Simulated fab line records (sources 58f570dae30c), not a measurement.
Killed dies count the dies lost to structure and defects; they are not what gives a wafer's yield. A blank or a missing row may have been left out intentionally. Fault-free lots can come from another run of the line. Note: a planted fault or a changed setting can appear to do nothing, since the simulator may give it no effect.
Lot-split experiment / flow berkeley-cmos170 / 23 wafers read across 5 lots, on a route 331 steps long

ABOUT THE SPLIT
At UCB170_NWELL_ETCH_13 (etches Si3N4 in CH3F/Ar/O2, stops on SiO2, target depth 246.4 nm, time 154 s), the setting time-s was moved away from the recipe's 154 s on 5 of the 23 wafers read, by -13.7% to -12.7%. This setting was run at the recipe's value on the other wafers.

Reading taken at the split's own step.

THE READING
oes-product-au, in a.u., at UCB170_NWELL_ETCH_13 (etches Si3N4 in CH3F/Ar/O2, stops on SiO2, target depth 246.4 nm, time 154 s). On this fab line, fault-free wafers typically give 0.940 a.u. with a standard deviation of 0.013 a.u.

wafer=L075.1; tool, chamber at the split=rie-diel-04, 3; time-s as run, s=154; against the recipe=recipe; oes-product-au, a.u.=0.954; against lot-mates on the recipe=-
wafer=L075.2; tool, chamber at the split=rie-diel-04, 2; time-s as run, s=154; against the recipe=recipe; oes-product-au, a.u.=0.933; against lot-mates on the recipe=-
wafer=L075.3; tool, chamber at the split=rie-diel-04, 1; time-s as run, s=154; against the recipe=recipe; oes-product-au, a.u.=0.952; against lot-mates on the recipe=-
wafer=L075.4; tool, chamber at the split=rie-diel-04, 0; time-s as run, s=154; against the recipe=recipe; oes-product-au, a.u.=0.951; against lot-mates on the recipe=-
wafer=L075.5; tool, chamber at the split=rie-diel-04, 2; time-s as run, s=154; against the recipe=recipe; oes-product-au, a.u.=0.934; against lot-mates on the recipe=-
wafer=L074.2; tool, chamber at the split=rie-diel-01, 1; time-s as run, s=154; against the recipe=recipe; oes-product-au, a.u.=0.941; against lot-mates on the recipe=-
wafer=L074.3; tool, chamber at the split=rie-diel-01, 3; time-s as run, s=154; against the recipe=recipe; oes-product-au, a.u.=0.938; against lot-mates on the recipe=-
wafer=L074.4; tool, chamber at the split=rie-diel-01, 2; time-s as run, s=154; against the recipe=recipe; oes-product-au, a.u.=0.941; against lot-mates on the recipe=-
wafer=L074.5; tool, chamber at the split=rie-diel-01, 3; time-s as run, s=154; against the recipe=recipe; oes-product-au, a.u.=0.939; against lot-mates on the recipe=-
wafer=L074.6; tool, chamber at the split=rie-diel-01, 0; time-s as run, s=154; against the recipe=recipe; oes-product-au, a.u.=0.918; against lot-mates on the recipe=-
wafer=L076.1; tool, chamber at the split=rie-diel-04, 1; time-s as run, s=132.9; against the recipe=-13.7%; oes-product-au, a.u.=1.004; against lot-mates on the recipe=+0.062
wafer=L076.2; tool, chamber at the split=rie-diel-04, 3; time-s as run, s=154; against the recipe=recipe; oes-product-au, a.u.=0.950; against lot-mates on the recipe=-
wafer=L076.3; tool, chamber at the split=rie-diel-04, 2; time-s as run, s=154; against the recipe=recipe; oes-product-au, a.u.=0.933; against lot-mates on the recipe=-
wafer=L076.5; tool, chamber at the split=rie-diel-04, 1; time-s as run, s=132.9; against the recipe=-13.7%; oes-product-au, a.u.=1.001; against lot-mates on the recipe=+0.059
wafer=L076.6; tool, chamber at the split=rie-diel-04, 2; time-s as run, s=132.9; against the recipe=-13.7%; oes-product-au, a.u.=1.002; against lot-mates on the recipe=+0.060
wafer=L077.1; tool, chamber at the split=rie-diel-01, 0; time-s as run, s=154; against the recipe=recipe; oes-product-au, a.u.=0.910; against lot-mates on the recipe=-
wafer=L077.2; tool, chamber at the split=rie-diel-01, 3; time-s as run, s=134.5; against the recipe=-12.7%; oes-product-au, a.u.=0.987; against lot-mates on the recipe=+0.064
wafer=L077.3; tool, chamber at the split=rie-diel-01, 2; time-s as run, s=154; against the recipe=recipe; oes-product-au, a.u.=0.952; against lot-mates on the recipe=-
wafer=L077.4; tool, chamber at the split=rie-diel-01, 3; time-s as run, s=134.5; against the recipe=-12.7%; oes-product-au, a.u.=0.977; against lot-mates on the recipe=+0.054
wafer=L077.6; tool, chamber at the split=rie-diel-01, 0; time-s as run, s=154; against the recipe=recipe; oes-product-au, a.u.=0.906; against lot-mates on the recipe=-
wafer=L079.2; tool, chamber at the split=rie-diel-04, 2; time-s as run, s=154; against the recipe=recipe; oes-product-au, a.u.=0.935; against lot-mates on the recipe=-
wafer=L079.4; tool, chamber at the split=rie-diel-04, 3; time-s as run, s=154; against the recipe=recipe; oes-product-au, a.u.=0.960; against lot-mates on the recipe=-
wafer=L079.6; tool, chamber at the split=rie-diel-04, 2; time-s as run, s=154; against the recipe=recipe; oes-product-au, a.u.=0.935; against lot-mates on the recipe=-

FIT RESULTS
A straight line over all 23 wafers: oes-product-au changes by -0.00427 a.u. for each +1% of time-s; r = -0.87; the points scatter about the line by 0.014 a.u.
The same after taking each lot's own level away (the mean of its wafers on the recipe; 23 wafers): -0.00453 a.u. for each +1%; r = -0.92; scatter 0.011 a.u.
The reading moves by 0.062 a.u. for the largest change in time-s, on that fit.
Measured against the standard deviation above, the lots' own levels, which go from 0.9227 to 0.9448 a.u., span 1.7 times it.
Hence the lot-to-lot level has little effect on the slope; both slopes agree.
Check: with one of the wafers moved furthest among these (-13.7%) left out of the fit, the line predicts +0.0619 a.u. for it against its lot-mates. Against them it came out at +0.0625 a.u.
Tool readings at the split's step, against how far the setting was moved: oes-product-au r = -0.87.

FURTHER SPLITS ON THESE WAFERS
Before the reading, these wafers also passed through other splits. Each is held against what the fit with the lots' levels taken away leaves over:
other split on the same wafers=UCB170_START_OXIDATION_02 ox-time-s; wafers away from the commonest value=18; r with oes-product-au (lot level and that fit taken away)=-0.01

THE WHOLE CHAIN: every reading that the file lists as answering this split, in the file's order
step=UCB170_NWELL_ETCH_13; what it does=etches Si3N4 in CH3F/Ar/O2, stops on SiO2, target depth 246.4 nm, time 154 s; reading=oes-product-au; change (the file's fit)=-0.00453 a.u. for each +1% of the setting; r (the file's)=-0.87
step=UCB170_NWELL_ETCH_13; what it does=etches Si3N4 in CH3F/Ar/O2, stops on SiO2, target depth 246.4 nm, time 154 s; reading=KrF_of_NWELL_COAT_07.thk-nm (the simulator's own value, which no gauge read); change (the file's fit)=-1.39 nm for each +1% of the setting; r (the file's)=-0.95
step=UCB170_NWELL_ETCH_13; what it does=etches Si3N4 in CH3F/Ar/O2, stops on SiO2, target depth 246.4 nm, time 154 s; reading=etch.depth-nm (the simulator's own value, which no gauge read); change (the file's fit)=+1.18 nm for each +1% of the setting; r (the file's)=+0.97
step=UCB170_NWELL_STRIP_15; what it does=strips in O2; reading=strip-time-to-endpoint-s; change (the file's fit)=withheld for each +1% of the setting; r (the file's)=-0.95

FILE'S OWN FIT
oes-product-au changes by -0.00453 a.u. for each +1% of time-s, r = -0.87.
